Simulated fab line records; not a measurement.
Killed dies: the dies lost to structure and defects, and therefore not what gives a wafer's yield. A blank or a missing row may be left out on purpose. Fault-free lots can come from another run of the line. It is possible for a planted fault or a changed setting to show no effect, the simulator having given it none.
fab line records -- flow ritCmos
[record] lots = 6, wafers = 18, lastDay = 7
route steps=202 shown ACTIVE@1 M1@202
lots with no fault: from the same line, run without faults
startH: the number of hours between the record's first day and the start of the first shown wafer of the lot -- waitH: hours elapsed since this lot's preceding step -- " as in the row above -- L1.1+2: a single row standing in for several wafers -- - no value, or no start was given -- * or withheld: withheld -- < > ~ a bound
route shown NAME@n: names a module that has steps shown in the file, with the first one's number in the route -- usual: mean/standard deviation taken from wafers without a fault -- same: alike in all rows -- chamber/n: place in a boat -- sites: the reading at each site -- _std_site: the values' standard deviation -- _edge_site: the outer-site mean with the inner-site mean subtracted -- radiusMm: for every site, how far away it sits from the centre of the wafer -- mask NAME#n: copy n -- behind: the tool/chamber that last shaped the wafer -- hold: what put the lot on hold/how long, in hours/how the hold closed -- device: which transistor (n, p or np) failed to switch -- end of line: tests run on the same wafers once the route is complete -- for a step that has no rows: nothing shown but its recipe -- killed: count of dies lost to structure and defects at first sort (not the wafer's yield) -- map: dies across one wafer; x = killed, . = not, _ = none there
set.NAME: the setting that was run; set.NAME@STEP: the one run at that earlier step -- model.NAME: the simulator's own value behind a step, which no gauge read
lots at selected steps of the route; one table per step, one row per wafer
services: the hour from which a tool's chamber was out of use, counted from the record's first day as startH (under 0 if before that day), plus the number of hours and why
[[steps]]
[step RIT_ACTIVE_BOW_MEAS_00]
[recipe] mode = bow
[usual] INCOMING_BOW = 0/6
lot.wafer,tool,chamber,startH,waitH,INCOMING_BOW[um]
L461.4,filmMetro-04,-,15.06,-,-8
L461.5,filmMetro-04,-,15.06,-,6
L461.6,filmMetro-04,-,15.06,-,8
L463.4,filmMetro-03,-,25.06,-,-9
L463.5,filmMetro-03,-,25.06,-,5
L463.6,filmMetro-03,-,25.06,-,2
L468.2,filmMetro-04,-,50.02,-,-1
L468.4,filmMetro-04,-,50.02,-,1
L468.6,filmMetro-04,-,50.02,-,6
L473.1,filmMetro-04,-,75.00,-,10
L473.4,filmMetro-04,-,75.00,-,6
L473.5,filmMetro-04,-,75.00,-,3
L478.3,filmMetro-01,-,100.04,-,4
L478.4,filmMetro-01,-,100.04,-,6
L478.5,filmMetro-01,-,100.04,-,1
L483.3,filmMetro-03,-,125.04,-,-15
L483.4,filmMetro-03,-,125.04,-,0
L483.5,filmMetro-03,-,125.04,-,10
[step RIT_ACTIVE_OXIDATION_01]
[recipe] tempC = 1000, ambient = O2, targetThkA = 468, oxTimeS = 3360
[step RIT_ACTIVE_THK_MEAS_02]
[recipe] reads = SiO2_of_ACTIVE_OXIDATION_01
[usual] ACTIVE_OXIDE_THK = 46.6/0.89
lot.wafer,tool,chamber,startH,waitH,ACTIVE_OXIDE_THK[nm]
L461.4,filmMetro-01,-,18.27,0.0,47.2
L461.5,filmMetro-01,-,18.27,0.0,46.2
L461.6,filmMetro-01,-,18.27,0.0,46.8
L463.4,filmMetro-04,-,30.93,0.0,45.6
L463.5,filmMetro-04,-,30.93,0.0,46.0
L463.6,filmMetro-04,-,30.93,0.0,45.8
L468.2,filmMetro-01,-,52.27,0.0,48.3
L468.4,filmMetro-01,-,52.27,0.0,47.9
L468.6,filmMetro-01,-,52.27,0.0,47.6
L473.1,filmMetro-01,-,78.02,0.0,47.4
L473.4,filmMetro-01,-,78.02,0.0,47.3
L473.5,filmMetro-01,-,78.02,0.0,47.0
L478.3,filmMetro-01,-,102.14,0.0,47.1
L478.4,filmMetro-01,-,102.14,0.0,46.2
L478.5,filmMetro-01,-,102.14,0.0,46.9
L483.3,filmMetro-03,-,128.12,0.0,44.9
L483.4,filmMetro-03,-,128.12,0.0,44.8
L483.5,filmMetro-03,-,128.12,0.0,45.3
[step RIT_ACTIVE_CVD_03]
[recipe] material = Si3N4, targetThkNm = 150, tempC = 810, precursor = SiH2Cl2/NH3, timeS = 1500, pressureMtorr = 300, sih2cl2FlowSccm = 60, nh3FlowSccm = 150
[usual] susceptorTempC = 809.9/0.4
lot.wafer,tool,chamber,startH,waitH,susceptorTempC
L461.4,lpcvd-01,1,19.79,1.5,810.0
L461.5,lpcvd-01,1,19.79,1.5,810.2
L461.6,lpcvd-01,1,19.79,1.5,810.5
L463.4,lpcvd-02,0,30.96,0.0,809.9
L463.5,lpcvd-02,0,30.96,0.0,810.0
L463.6,lpcvd-02,0,30.96,0.0,809.7
L468.2,lpcvd-01,0,52.32,0.0,810.3
L468.4,lpcvd-01,0,52.32,0.0,810.4
L468.6,lpcvd-01,0,52.32,0.0,810.6
L468.2,lpcvd-01,0,53.90,0.2,809.5
L468.4,lpcvd-01,0,53.90,0.2,809.6
L468.6,lpcvd-01,0,53.90,0.2,810.2
L473.1,lpcvd-01,0,78.93,0.9,810.4
L473.4,lpcvd-01,0,78.93,0.9,810.4
L473.5,lpcvd-01,0,78.93,0.9,810.0
L478.3,lpcvd-02,1,102.18,0.0,810.1
L478.4,lpcvd-02,1,102.18,0.0,809.6
L478.5,lpcvd-02,1,102.18,0.0,810.3
L478.3,lpcvd-01,1,104.29,0.7,810.2
L478.4,lpcvd-01,1,104.29,0.7,809.9
L478.5,lpcvd-01,1,104.29,0.7,810.3
L483.3,lpcvd-02,1,128.16,0.0,810.1
L483.4,lpcvd-02,1,128.16,0.0,810.0
L483.5,lpcvd-02,1,128.16,0.0,809.8
[step RIT_ACTIVE_THK_MEAS_04]
[recipe] reads = Si3N4_of_ACTIVE_CVD_03
[usual] ACTIVE_NITRIDE_THK = 150.2/1.7
lot.wafer,tool,chamber,startH,waitH,ACTIVE_NITRIDE_THK[nm]
L461.4,filmMetro-03,-,21.24,0.0,150.7
L461.5,filmMetro-03,-,21.24,0.0,150.8
L461.6,filmMetro-03,-,21.24,0.0,149.8
L463.4,filmMetro-04,-,32.41,0.0,150.0
L463.5,filmMetro-04,-,32.41,0.0,152.8
L463.6,filmMetro-04,-,32.41,0.0,151.5
L468.2,filmMetro-04,-,55.33,0.0,298.0
L468.4,filmMetro-04,-,55.33,0.0,299.0
L468.6,filmMetro-04,-,55.33,0.0,299.0
L473.1,filmMetro-03,-,80.35,0.0,150.8
L473.4,filmMetro-03,-,80.35,0.0,152.0
L473.5,filmMetro-03,-,80.35,0.0,151.0
L478.3,filmMetro-01,-,105.73,0.0,299.1
L478.4,filmMetro-01,-,105.73,0.0,298.2
L478.5,filmMetro-01,-,105.73,0.0,299.2
L483.3,filmMetro-01,-,129.60,0.0,150.3
L483.4,filmMetro-01,-,129.60,0.0,149.3
L483.5,filmMetro-01,-,129.60,0.0,150.4
[step RIT_ACTIVE_HMDS_05]
[recipe] primeTimeS = 60, primeTempC = 140
[step RIT_ACTIVE_COAT_06]
[recipe] resist = NOVOLAK, spinRpm = 3250, resistThkNm = 1000
[step RIT_ACTIVE_SOFTBAKE_07]
[recipe] resist = NOVOLAK, tempC = 90, timeS = 60
[step RIT_ACTIVE_EXPOSE_08]
[recipe] maskId = M1, na = 0.6, sourceShape = conventional, sigmaOuter = 0.6, targetCdNm = 1400, doseMj = 225
[step RIT_ACTIVE_PEB_09]
[recipe] resist = NOVOLAK, tempC = withheld, timeS = withheld
[step RIT_ACTIVE_DEVELOP_10]
[recipe] resist = NOVOLAK, developTimeS = 50, devTempC = 23
[step RIT_ACTIVE_CD_MEAS_11]
[recipe] targetCdNm = 1400
[usual] cdNm = 1400.6/2.3
lot.wafer,tool,chamber,startH,waitH,cdNm
L461.4,cdSem-01,-,22.30,-,1399.8
L461.5,cdSem-01,-,22.30,-,1401.3
L461.6,cdSem-01,-,22.30,-,1401.0
L463.4,cdSem-01,-,33.47,-,1401.8
L463.5,cdSem-01,-,33.47,-,1400.3
L463.6,cdSem-01,-,33.47,-,1398.4
L468.2,cdSem-01,-,56.56,-,1400.1
L468.4,cdSem-01,-,56.56,-,1399.1
L468.6,cdSem-01,-,56.56,-,1398.1
L473.1,cdSem-01,-,81.26,-,1397.2
L473.4,cdSem-01,-,81.26,-,1397.7
L473.5,cdSem-01,-,81.26,-,1397.6
L478.3,cdSem-01,-,107.04,-,1400.9
L478.4,cdSem-01,-,107.04,-,1400.2
L478.5,cdSem-01,-,107.04,-,1398.6
L483.3,cdSem-02,-,130.66,-,1400.8
L483.4,cdSem-02,-,130.66,-,1400.8
L483.5,cdSem-02,-,130.66,-,1399.1
[step RIT_ACTIVE_HARDBAKE_12]
[recipe] resist = NOVOLAK, tempC = 140, timeS = 60
[step RIT_ACTIVE_ETCH_13]
[recipe] stopOn = SiO2, chemistry = SF6, target = Si3N4, timeS = 210, overEtchFrac = 0.4, SF6_flow_sccm = 200, pressureMtorr = 260, rfW = 125, targetDepthA = 2100
[usual] drypumpMotorCurrentA = 5.9/0.43, oesProductAu = 0.822/0.011, rfFwdPowerW = 124.6/0.4, throttleValvePct = 7.50/0.11
lot.wafer,tool,chamber,startH,waitH,drypumpMotorCurrentA,oesProductAu,rfFwdPowerW,rfHoursCounterH,throttleValvePct,model.etch.depthNm,model.ACTIVE.featureDepthNm
L461.4,rieDiel-03,3,22.51,0.1,5.4,0.826,124.9,39,7.54,150.7,151.4
L461.5,rieDiel-03,0,22.51,0.1,6.2,0.808,124.6,-,7.64,150.6,150.6
L461.6,rieDiel-03,3,22.51,0.1,5.4,0.821,124.4,-,7.52,149.8,150.5
L463.4,rieDiel-04,3,33.68,0.1,5.4,0.824,124.9,17,7.62,150.1,152.6
L463.5,rieDiel-04,2,33.68,0.1,5.6,0.833,124.2,-,7.45,152.9,154.6
L463.6,rieDiel-04,1,33.68,0.1,5.6,0.812,124.3,-,7.59,151.5,151.5
L468.2,rieDiel-01,3,56.83,0.1,6.6,1.010,124.4,165,7.68,211.6,211.6
L468.4,rieDiel-01,0,56.83,0.1,6.4,0.982,125.1,156,7.41,201.6,201.6
L468.6,rieDiel-01,2,56.83,0.1,6.3,0.984,124.6,-,7.39,200.8,200.8
L473.1,rieDiel-04,2,81.53,0.1,5.6,0.831,124.6,50,7.47,150.8,152.4
L473.4,rieDiel-04,1,81.53,0.1,5.6,0.814,125.3,7,7.58,152,152
L473.5,rieDiel-04,3,81.53,0.1,5.4,0.822,124.0,-,7.61,151.1,153.7
L478.3,rieDiel-01,3,107.27,0.1,6.7,1.014,124.5,0,7.69,213.2,213.2
L478.4,rieDiel-01,0,107.27,0.1,6.3,0.972,124.9,157,7.44,199.4,199.4
L478.5,rieDiel-01,1,107.27,0.1,6.2,1.009,124.7,-,7.31,206.4,206.4
L483.3,rieDiel-04,2,130.89,0.1,5.6,0.821,125.0,51,7.44,150.4,152
L483.4,rieDiel-04,1,130.89,0.1,5.6,0.801,124.4,8,7.59,149.4,149.4
L483.5,rieDiel-04,3,130.89,0.1,5.4,0.822,124.3,-,7.64,150.3,152.9
[step RIT_ACTIVE_STRIP_14]
[recipe] chemistry = O2, timeS = 180, resist = NOVOLAK, platenTempC = withheld, powerW = 500, pressureMtorr = 4000, o2FlowSccm = 4000
[usual] drypumpMotorCurrentA = 5.43/0.2
lot.wafer,tool,chamber,startH,waitH,drypumpMotorCurrentA,rfHoursCounterH
L461.4,plasmaAsher-01,0,22.70,0.1,5.53,-
L461.5,plasmaAsher-01,0,22.70,0.1,5.55,-
L461.6,plasmaAsher-01,1,22.70,0.1,5.14,-
L463.4,plasmaAsher-01,0,33.88,0.1,5.51,-
L463.5,plasmaAsher-01,0,33.88,0.1,5.52,-
L463.6,plasmaAsher-01,1,33.88,0.1,5.14,-
L468.2,plasmaAsher-01,1,56.96,0.1,5.16,37
L468.4,plasmaAsher-01,0,56.96,0.1,5.54,-
L468.6,plasmaAsher-01,1,56.96,0.1,5.14,-
L473.1,plasmaAsher-02,0,81.66,0.1,5.55,44
L473.4,plasmaAsher-02,1,81.66,0.1,5.50,-
L473.5,plasmaAsher-02,1,81.66,0.1,5.49,-
L478.3,plasmaAsher-04,1,107.46,0.1,5.15,-
L478.4,plasmaAsher-04,0,107.46,0.1,5.65,-
L478.5,plasmaAsher-04,0,107.46,0.1,5.63,-
L483.3,plasmaAsher-02,0,131.08,0.1,5.62,-
L483.4,plasmaAsher-02,1,131.08,0.1,5.49,-
L483.5,plasmaAsher-02,0,131.08,0.1,5.57,-
[step RIT_ACTIVE_CD_MEAS_90]
[recipe] targetCdNm = 1400
[usual] cdNm = 1400.6/2.4
lot.wafer,tool,chamber,startH,waitH,cdNm
L461.4,cdSem-02,-,22.88,0.1,1400.0
L461.5,cdSem-02,-,22.88,0.1,1401.2
L461.6,cdSem-02,-,22.88,0.1,1400.7
L463.4,cdSem-01,-,34.05,0.1,1401.5
L463.5,cdSem-01,-,34.05,0.1,1400.4
L463.6,cdSem-01,-,34.05,0.1,1398.4
L468.2,cdSem-01,-,57.23,0.2,1399.9
L468.4,cdSem-01,-,57.23,0.2,1399.2
L468.6,cdSem-01,-,57.23,0.2,1398.0
L473.1,cdSem-02,-,81.84,0.1,1397.2
L473.4,cdSem-02,-,81.84,0.1,1397.4
L473.5,cdSem-02,-,81.84,0.1,1397.1
L478.3,cdSem-02,-,107.62,0.1,1400.9
L478.4,cdSem-02,-,107.62,0.1,1400.2
L478.5,cdSem-02,-,107.62,0.1,1399.0
L483.3,cdSem-01,-,131.23,0.1,1400.5
L483.4,cdSem-01,-,131.23,0.1,1401.5
L483.5,cdSem-01,-,131.23,0.1,1398.9
[step RIT_ACTIVE_CLEAN_15]
[recipe] chemistry = SC1, mix = 3:3:50, timeS = 600, tempC = 75
lot.wafer,tool,chamber,startH,waitH,model.Si3N4_of_ACTIVE_CVD_03.thkNm
L461.4,wetBench-04,0,22.94,0.0,150.3
L461.5,wetBench-04,0,22.94,0.0,150.2
L461.6,wetBench-04,0,22.94,0.0,149.4
L463.4,wetBench-04,3,34.11,0.0,149.6
L463.5,wetBench-04,3,34.11,0.0,152.5
L463.6,wetBench-04,3,34.11,0.0,151.1
L468.2,wetBench-02,3,57.33,0.1,297.4
L468.4,wetBench-02,3,57.33,0.1,298.7
L468.6,wetBench-02,3,57.33,0.1,298.5
L473.1,wetBench-03,1,81.96,0.1,150.4
L473.4,wetBench-03,1,81.96,0.1,151.6
L473.5,wetBench-03,1,81.96,0.1,150.7
L478.3,wetBench-04,2,107.74,0.1,298.8
L478.4,wetBench-04,2,107.74,0.1,297.8
L478.5,wetBench-04,2,107.74,0.1,298.6
L483.3,wetBench-02,1,131.31,0.1,150
L483.4,wetBench-02,1,131.31,0.1,149
L483.5,wetBench-02,1,131.31,0.1,149.9
[step RIT_ACTIVE_CLEAN_16]
[recipe] chemistry = dHF, dilution = 50:1, timeS = 30
lot.wafer,tool,chamber,startH,waitH,model.Si3N4_of_ACTIVE_CVD_03.thkNm
L461.4,wetBench-02,0,23.11,0.0,149.9
L461.5,wetBench-02,0,23.11,0.0,149.8
L461.6,wetBench-02,0,23.11,0.0,149
L463.4,wetBench-02,2,34.29,0.0,149.2
L463.5,wetBench-02,2,34.29,0.0,152.1
L463.6,wetBench-02,2,34.29,0.0,150.6
L468.2,wetBench-04,1,57.51,0.0,297
L468.4,wetBench-04,1,57.51,0.0,298.3
L468.6,wetBench-04,1,57.51,0.0,298.1
L473.1,wetBench-02,3,82.13,0.0,150
L473.4,wetBench-02,3,82.13,0.0,151.2
L473.5,wetBench-02,3,82.13,0.0,150.3
L478.3,wetBench-02,3,107.91,0.0,298.4
L478.4,wetBench-02,3,107.91,0.0,297.3
L478.5,wetBench-02,3,107.91,0.0,298.2
L483.3,wetBench-03,2,131.49,0.0,149.6
L483.4,wetBench-03,2,131.49,0.0,148.5
L483.5,wetBench-03,2,131.49,0.0,149.5
[step RIT_ACTIVE_CLEAN_17]
[recipe] chemistry = SC2, mix = 3:3:50, timeS = 600, tempC = 75, dry = n2Spin
[step RIT_M1_PROBE_99]
[usual] killedAtFrontEnd = 7/3, killedDies = 7/3, killedOnRim = 2/1.4, killedOpen = 3.6/1.9, killedShort = 3.2/1.8
[same] grossDies = 264, killed_at_M0_to_M3 = 0, killed_at_M4_up = 0, killedAtBackSide = 0, killedAtContacts = 0, killedAtOther = 0
lot.wafer,tool,chamber,startH,waitH,killedAtFrontEnd,killedDies,killedOnRim,killedOpen,killedShort
L468.2,prober-02,-,103.63,0.1,264,264,70,3,2
L468.4,prober-02,-,103.73,0.2,264,264,70,3,5
L468.6,prober-02,-,103.83,0.2,264,264,70,5,2
L478.3,prober-02,-,153.31,0.2,264,264,70,2,3
L478.4,prober-02,-,153.36,0.2,264,264,70,6,2
L478.5,prober-02,-,153.41,0.2,264,264,70,3,7
// killed by level:class
L468.2 ACTIVE:areaEtch=259 GATE:geometricParticle:short=2 FOX2:geometricParticle:open=1 GATE:geometricParticle:open=1 SPACER:geometricParticle:open=1
L468.4 ACTIVE:areaEtch=256 REOX:geometricParticle:short=2 GATE:geometricParticle:open=1 GATE:geometricParticle:short=1 REOX:geometricParticle:open=1 SPACER:geometricParticle:open=1 SPACER:geometricParticle:short=1 SILICIDE:geometricParticle:short=1
L468.6 ACTIVE:areaEtch=257 SPACER:geometricParticle:open=3 GATE:geometricParticle:open=2 GATE:geometricParticle:short=1 REOX:geometricParticle:short=1
L478.3 ACTIVE:areaEtch=259 ACTIVE:geometricParticle:short=1 FOX1:geometricParticle:short=1 FOX1:geometricParticle:open=1 FOX2:geometricParticle:open=1 SILICIDE:geometricParticle:short=1
L478.4 ACTIVE:areaEtch=256 GATE:geometricParticle:open=4 GATE:geometricParticle:short=2 FOX2:geometricParticle:open=1 REOX:geometricParticle:open=1
L478.5 ACTIVE:areaEtch=254 GATE:geometricParticle:short=3 FOX1:geometricParticle:short=2 GATE:geometricParticle:open=1 REOX:geometricParticle:open=1 REOX:geometricParticle:short=1 SILICIDE:geometricParticle:open=1 SILICIDE:geometricParticle:short=1
// map L468.2 (x killed, . not)
________xxxxxxx_______
_____xxxxxxxxxxxxx____
____xxxxxxxxxxxxxxx___
___xxxxxxxxxxxxxxxxx__
__xxxxxxxxxxxxxxxxxxx_
__xxxxxxxxxxxxxxxxxxx_
_xxxxxxxxxxxxxxxxxxxxx
_xxxxxxxxxxxxxxxxxxxxx
_xxxxxxxxxxxxxxxxxxxxx
_xxxxxxxxxxxxxxxxxxxxx
__xxxxxxxxxxxxxxxxxxx_
__xxxxxxxxxxxxxxxxxxx_
___xxxxxxxxxxxxxxxxx__
____xxxxxxxxxxxxxxx___
_____xxxxxxxxxxxxx____
________xxxxxxx_______
// map L478.3 (x killed, . not)
________xxxxxxx_______
_____xxxxxxxxxxxxx____
____xxxxxxxxxxxxxxx___
___xxxxxxxxxxxxxxxxx__
__xxxxxxxxxxxxxxxxxxx_
__xxxxxxxxxxxxxxxxxxx_
_xxxxxxxxxxxxxxxxxxxxx
_xxxxxxxxxxxxxxxxxxxxx
_xxxxxxxxxxxxxxxxxxxxx
_xxxxxxxxxxxxxxxxxxxxx
__xxxxxxxxxxxxxxxxxxx_
__xxxxxxxxxxxxxxxxxxx_
___xxxxxxxxxxxxxxxxx__
____xxxxxxxxxxxxxxx___
_____xxxxxxxxxxxxx____
________xxxxxxx_______
[[services]]
tool,chamber,startH,hours,kind
wetBench-02,-,-1.93,1.6,repair
wetBench-04,-,-1.46,0.9,repair
rieDiel-01,-,24.98,0.3,repair
lpcvd-02,-,37.67,1.7,repair
rieDiel-04,0,53.80,4.5,repair
wetBench-02,-,57.88,0.9,repair
wetBench-02,-,61.90,1.9,pm
plasmaAsher-04,-,73.26,1.3,repair
rieDiel-01,3,78.66,-,clean
rieDiel-01,3,78.66,17.7,scheduledDown
rieDiel-01,3,78.66,17.7,ventCycle
rieDiel-03,2,107.46,4.1,repair
wetBench-04,-,114.46,6.0,repair
rieDiel-01,0,116.49,5.1,repair
rieDiel-01,0,121.58,-,clean
rieDiel-01,0,121.58,17.5,scheduledDown
rieDiel-01,0,121.58,17.5,ventCycle
plasmaAsher-04,-,131.30,3.8,repair
[[key]]
[firstSign] step = RIT_ACTIVE_CVD_03, reading = visit, direction = added
[effect] step = RIT_ACTIVE_THK_MEAS_04, reading = ACTIVE_NITRIDE_THK, direction = up, sigmas = 90, usual = 150.2, struck = 298.7
[effect] step = RIT_ACTIVE_ETCH_13, reading = oesProductAu, direction = up, sigmas = 16, usual = 0.822, struck = 0.995
[effect] step = RIT_M1_PROBE_99, reading = killedAtFrontEnd, direction = up, sigmas = 85, usual = 7, struck = 264
[modelEffect] step = RIT_ACTIVE_ETCH_13, value = etch.depthNm, without = 147.6, struck = 205.5
[modelEffect] step = RIT_ACTIVE_CLEAN_15, value = Si3N4_of_ACTIVE_CVD_03.thkNm, without = 147.2, struck = 298.3
[modelEffect] step = RIT_ACTIVE_CLEAN_16, value = Si3N4_of_ACTIVE_CVD_03.thkNm, without = 146.7, struck = 297.9
[moreKillsBornAt] RIT_ACTIVE_ETCH_13@rieDiel-01 = 1541
metAt RIT_ACTIVE_CVD_03
struckWafers L468.2,L468.4,L468.6,L478.3,L478.4,L478.5
laterRowsLeftOut L468.2,L468.4,L468.6,L478.3,L478.4,L478.5
testerLeftOut L468,L478
[fault] kind = repeatedStepWhole, tool = lpcvd-01,lpcvd-02, chamber = -, onsetH = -, steps = RIT_ACTIVE_CVD_03, times = 1, scope = struckLotsOnly
// testerLeftOut: of these lots the tester's yield and bins aren't shown, on N5 and GAA mostly nor the transistor test; their killed dies are dies lost to structure and defects alone, not to doping, threshold or leakage, so they don't give the yield
// laterRowsLeftOut: the simulator's readings of these wafers behind a module that went badly wrong aren't trusted and aren't shown, but for the sort
